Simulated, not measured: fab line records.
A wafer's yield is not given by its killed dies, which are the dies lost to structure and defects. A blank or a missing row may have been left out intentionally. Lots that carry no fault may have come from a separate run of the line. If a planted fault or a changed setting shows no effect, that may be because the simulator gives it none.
fab line records -- flow rit-cmos
[record] lots = 14, wafers = 42, last-day = 8
route steps=202 shown PSD@142
lots that met no fault: taken from a fault-free run of the same line
start-h: the number of hours between the record's first day and the start of the first shown wafer of the lot -- wait-h: hours from the lot's prior step to this one -- " the same as in the row above -- L1.1+2: several wafers, shown together as one row -- - value missing, or start not given -- * or withheld: withheld -- < > ~ a bound
route shown NAME@n: names a module that has steps shown in the file, with the first one's number in the route -- usual: the fault-free wafers' mean and standard deviation -- same: alike in all rows -- chamber/n: place in a boat -- sites: readings site by site -- _std_site: the values' standard deviation -- _edge_site: mean of outer sites minus mean of inner sites -- radius-mm: for every site, how far away it sits from the centre of the wafer -- mask NAME#n: copy n -- behind: the last tool/chamber to shape the wafer -- hold: why the lot went on hold/how many hours it stayed there/how the hold came to an end -- device: transistor that didn't switch, given as n, p or np -- end of line: the route-end tests of the same wafers -- step lacking rows: just its recipe -- killed: not the wafer's yield, but the dies lost to structure and defects at the first sort -- map: dies across one wafer; x = killed, . = not, _ = none there
set.NAME: setting as actually run; set.NAME@STEP: the setting as run at that earlier step -- model.NAME: the simulator's own value behind a step, which no gauge read
steps of the route over a sample of lots; a table a step, a row a wafer
[[steps]]
[step RIT_PSD_HMDS_00]
[recipe] prime-time-s = 60, prime-temp-c = 140
[usual] exhaust-pa = 45.0/0.86, prime-temp-c = 140.00/0.15
lot.wafer,tool,chamber,start-h,wait-h,exhaust-pa,prime-temp-c
L333.4,litho-track-04,0,62.48,0.1,43.4,140.08
L333.5,litho-track-04,0,62.48,0.1,44.5,139.84
L333.6,litho-track-04,0,62.48,0.1,45.5,140.02
L334.1,litho-track-03,0,64.87,0.1,45.8,140.11
L334.4,litho-track-03,0,64.87,0.1,45.7,139.96
L334.6,litho-track-03,0,64.87,0.1,45.7,139.93
L335.1,litho-track-03,0,71.74,0.1,46.3,139.75
L335.3,litho-track-03,0,71.74,0.1,46.3,140.17
L335.6,litho-track-03,0,71.74,0.1,45.1,139.96
L336.4,litho-track-04,0,77.48,0.1,46.2,139.99
L336.5,litho-track-04,0,77.48,0.1,45.0,140.00
L336.6,litho-track-04,0,77.48,0.1,42.4,139.96
L338.1,litho-track-04,0,89.67,0.1,45.2,140.12
L338.3,litho-track-04,0,89.67,0.1,43.9,139.92
L338.4,litho-track-04,0,89.67,0.1,44.1,140.14
L339.4,litho-track-02,0,96.31,0.1,45.2,139.84
L339.5,litho-track-02,0,96.31,0.1,44.9,140.27
L339.6,litho-track-02,0,96.31,0.1,45.9,139.92
L340.3,litho-track-03,0,98.96,0.1,45.2,139.87
L340.4,litho-track-03,0,98.96,0.1,43.7,139.83
L340.6,litho-track-03,0,98.96,0.1,45.1,139.72
L343.3,litho-track-03,0,113.61,0.1,43.8,139.89
L343.5,litho-track-03,0,113.61,0.1,45.3,139.96
L343.6,litho-track-03,0,113.61,0.1,45.7,139.96
L346.1,litho-track-03,0,130.86,0.1,43.1,139.78
L346.2,litho-track-03,0,130.86,0.1,44.3,139.88
L346.4,litho-track-03,0,130.86,0.1,44.5,140.08
L347.1,litho-track-03,0,132.90,0.1,46.2,138.36
L347.2,litho-track-03,0,132.90,0.1,45.4,137.92
L347.3,litho-track-03,0,132.90,0.1,45.4,138.15
L348.1,litho-track-03,0,136.51,0.1,47.2,138.26
L348.3,litho-track-03,0,136.51,0.1,44.8,138.40
L348.4,litho-track-03,0,136.51,0.1,45.0,138.45
L349.1,litho-track-04,0,143.00,0.1,45.0,140.02
L349.2,litho-track-04,0,143.00,0.1,44.6,140.00
L349.4,litho-track-04,0,143.00,0.1,44.7,140.11
L352.1,litho-track-02,0,157.79,0.1,45.0,140.24
L352.5,litho-track-02,0,157.79,0.1,44.3,140.20
L352.6,litho-track-02,0,157.79,0.1,44.5,140.06
L353.1,litho-track-02,0,172.99,0.1,44.7,139.78
L353.3,litho-track-02,0,172.99,0.1,45.0,140.21
L353.6,litho-track-02,0,172.99,0.1,44.5,139.80
[[key]]
[first-sign] step = RIT_PSD_HMDS_00, reading = prime-temp-c, direction = down, sigmas = 11, usual = *, struck = *
effect none on later readings
met-at RIT_PSD_HMDS_00
struck-lots L347,L348
tester-left-out L347,L348
onset-between 130.86 132.90
[fault] kind = process-parameter-drift, tool = litho-track-03, chamber = -, onset-h = 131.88, steps = RIT_PSD_HMDS_00, channel = prime-temp-c, offset = *, shape = step, end-h = 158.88, acts-in = *, stated = *
// tester-left-out: of these lots the tester's yield and bins aren't shown, on N5 and GAA mostly nor the transistor test; their killed dies are dies lost to structure and defects alone, not to doping, threshold or leakage, so they don't give the yield
